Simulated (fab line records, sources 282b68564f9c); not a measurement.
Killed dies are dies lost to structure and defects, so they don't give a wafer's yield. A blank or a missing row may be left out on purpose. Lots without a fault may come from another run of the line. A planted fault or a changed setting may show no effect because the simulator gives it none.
Which tool did it? | flow rit_cmos | 14 lots, 42 wafers sampled, at 3 steps of a route of 202

WHAT THE GAUGES READ, wafer by wafer
RIT_WELLDRIVE_RS_MEAS_01: measures by four-point-probe. Usual: NWELL_RS 275.8 ohm/sq, standard deviation 0.86.
lot  | measured    | on            | NWELL_RS (ohm/sq) | flag
L830 | day 2 04:26 | film_metro-03 | 276.1 276.8 276.2 |
L831 | day 2 08:41 | film_metro-01 | 274.5 275.6 275.5 |
L832 | day 2 13:50 | film_metro-03 | 275.8 275.8 275.6 |
L833 | day 2 19:08 | film_metro-01 | 275.4 275.6 275.0 |
L834 | day 3 01:23 | film_metro-01 | 275.2 275.6 275.7 |
L836 | day 3 10:10 | film_metro-01 | 261.7 261.7 261.5 | OFF
L837 | day 3 15:22 | film_metro-04 | 261.1 260.0 261.3 | OFF
L843 | day 4 20:46 | film_metro-03 | 275.8 275.0 275.4 |
L846 | day 5 12:47 | film_metro-04 | 275.9 276.9 276.1 |
L848 | day 5 22:35 | film_metro-03 | 273.1 274.3 273.8 |
L850 | day 6 07:42 | film_metro-03 | 275.2 276.5 275.8 |
L851 | day 6 14:05 | film_metro-03 | 277.0 276.6 277.2 |
L852 | day 6 18:28 | film_metro-03 | 275.8 276.7 275.9 |
L853 | day 6 23:05 | film_metro-03 | 276.6 276.9 276.7 |

RIT_WELLDRIVE_RS_MEAS_02: measures by four-point-probe. Usual: PWELL_RS 430.7 ohm/sq, standard deviation 1.2.
lot  | measured    | on            | PWELL_RS (ohm/sq) | flag
L830 | day 2 04:34 | film_metro-03 | 430.9 430.3 429.3 |
L831 | day 2 08:49 | film_metro-01 | 429.7 431.9 432.4 |
L832 | day 2 13:58 | film_metro-03 | 430.5 429.6 430.4 |
L833 | day 2 19:15 | film_metro-01 | 431.1 430.7 429.9 |
L834 | day 3 01:31 | film_metro-01 | 432.0 432.1 432.0 |
L836 | day 3 10:17 | film_metro-01 | 414.4 415.4 413.9 | OFF
L837 | day 3 15:29 | film_metro-04 | 416.0 415.4 415.2 | OFF
L843 | day 4 20:53 | film_metro-03 | 428.7 427.8 427.9 |
L846 | day 5 12:55 | film_metro-04 | 430.7 431.6 430.6 |
L848 | day 5 22:42 | film_metro-03 | 430.0 429.5 428.1 |
L850 | day 6 07:49 | film_metro-03 | 432.5 432.8 432.4 |
L851 | day 6 14:12 | film_metro-03 | 430.5 430.8 429.6 |
L852 | day 6 18:35 | film_metro-03 | 429.8 429.4 430.1 |
L853 | day 6 23:13 | film_metro-03 | 430.8 431.1 432.2 |

WHICH TOOL RAN EACH LOT (tool, then ch and the chambers of the sampled wafers, then the start)
lot  | RIT_WELLDRIVE_ANNEAL_00
L830 | furnace-04 ch 0, day 1 23:19
L831 | furnace-02 ch 0, day 2 03:34
L832 | furnace-04 ch 0, day 2 08:46
L833 | furnace-01 ch 0, day 2 14:03
L834 | furnace-01 ch 0, day 2 20:17
L836 | furnace-02 ch 0, day 3 05:02
L837 | furnace-02 ch 0, day 3 10:17
L843 | furnace-04 ch 0, day 4 15:41
L846 | furnace-01 ch 0, day 5 07:41
L848 | furnace-04 ch 0, day 5 17:28
L850 | furnace-01 ch 0, day 6 02:36
L851 | furnace-01 ch 0, day 6 09:00
L852 | furnace-02 ch 0, day 6 13:20
L853 | furnace-01 ch 0, day 6 17:59
- RIT_WELLDRIVE_ANNEAL_00: time 14700 s.

WHAT THE TOOLS THEMSELVES READ (means of the sampled wafers that have a number; where no wafer has one, the mark that the record gives instead)
RIT_WELLDRIVE_ANNEAL_00. Usual: run_length_s 18264 s, standard deviation 9.8; tube_center_temp_C_max 1102.8, standard deviation 0.42.
lot  | tool       | run_length_s (s) | tube_center_temp_C_max | flag
L830 | furnace-04 | 18253            | 1102.5                 |
L831 | furnace-02 | 18265            | 1103.0                 |
L832 | furnace-04 | 18255            | 1103.0                 |
L833 | furnace-01 | 18269            | 1103.0                 |
L834 | furnace-01 | 18276            | 1102.6                 |
L836 | furnace-02 | 23416            | 1102.5                 | OFF
L837 | furnace-02 | 23418            | 1103.5                 | OFF
L843 | furnace-04 | 18246            | 1102.9                 |
L846 | furnace-01 | 18270            | 1103.3                 |
L848 | furnace-04 | 18256            | 1102.9                 |
L850 | furnace-01 | 18272            | 1102.5                 |
L851 | furnace-01 | 18270            | 1102.8                 |
L852 | furnace-02 | 18276            | 1102.5                 |
L853 | furnace-01 | 18276            | 1102.8                 |

THE ANSWER, worked out from the rows above alone
Rule: a lot is off if the mean of its wafers that have a number lies more than 3 standard deviations from the usual mean. A lot without any number at a reading at which 4 lots or more have one is off too. The other lots that the step has rows for count as sound. The gauges are gone through in route order, then the tools' own readings, and for those a lot's mean is taken as printed above. The first step at which some lot is off is used, and at that step the reading that is off furthest; a lot without a number counts as furthest.
Off: L836, L837, at RIT_WELLDRIVE_RS_MEAS_01 (NWELL_RS).
A tool fits if, at a process step before that reading, it ran every lot that is off, and no sound lot after the first of them. The gauges at RIT_WELLDRIVE_RS_MEAS_01 aren't tried: what is off there is off at RIT_WELLDRIVE_ANNEAL_00 too, on other tools, and a gauge's error can't cause that. None of those tried fits.

WHAT THE SIMULATOR HAD PUT IN
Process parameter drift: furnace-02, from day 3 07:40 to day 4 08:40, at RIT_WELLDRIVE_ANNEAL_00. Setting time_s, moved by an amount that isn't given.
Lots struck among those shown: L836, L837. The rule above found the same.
